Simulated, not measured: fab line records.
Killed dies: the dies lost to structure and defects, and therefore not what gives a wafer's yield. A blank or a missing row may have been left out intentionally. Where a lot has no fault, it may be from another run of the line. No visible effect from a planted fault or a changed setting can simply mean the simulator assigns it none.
Chamber matching | flow berkeley_cmos170 | UCB170_ZERO_ETCH_06 on rie_diel-03 has 4 sister chambers
The step etches SiO2 in CHF3/CF4/Ar, time 12 s. 6 wafers are shown with their chamber, then 7 later ones without.

## WAFERS PAIRED WITH THEIR CHAMBERS
wafer  | chamber | throttle_valve_pct (%) | oes_product_au (a.u.)
L161.3 | 0       | 9.20                   | 0.636
L162.1 | 2       | 9.07                   | 0.612
L162.3 | 1       | 9.33                   | 0.619
L162.5 | 3       | 9.10                   | 0.631
L164.2 | 1       | 9.33                   | 0.611
L164.5 | 2       | 9.08                   | 0.617

## WAFERS MISSING THEIR CHAMBER
wafer  | throttle_valve_pct (%) | oes_product_au (a.u.)
L164.6 | 9.09                   | 0.622
L165.1 | 9.19                   | 0.624
L165.3 | 9.09                   | 0.627
L165.6 | 9.31                   | 0.630
L172.1 | 9.06                   | 0.622
L172.2 | 9.20                   | 0.623
L172.4 | 9.31                   | 0.621

## WHICH CHAMBER EACH WENT THROUGH
wafer  | from the rows above     | in truth
L164.6 | can't be placed: 3 or 2 | 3
L165.1 | 0                       | 0
L165.3 | can't be placed: 3 or 2 | 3
L165.6 | 1                       | 1
L172.1 | 2                       | 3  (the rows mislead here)
L172.2 | 0                       | 0
L172.4 | 1                       | 1
4 of 7 placed correctly. Unplaceable from these rows: 2, with the true chamber sitting among the candidates in 2. Placed wrongly: 1.
How it was worked out, from the rows above alone: a wafer's distance from a chamber is the root of the sum, over the readings, of the square of ((its reading less the chamber's mean) divided by the reading's scatter). The wafer belongs to the nearest chamber; if the next one is less than 2 further off, it can't be placed. A chamber's mean is the mean of its shown wafers. The scatter: take each reading less its chamber's mean, square it, sum over the shown wafers, divide by the number of wafers less the number of chambers, and take the root.
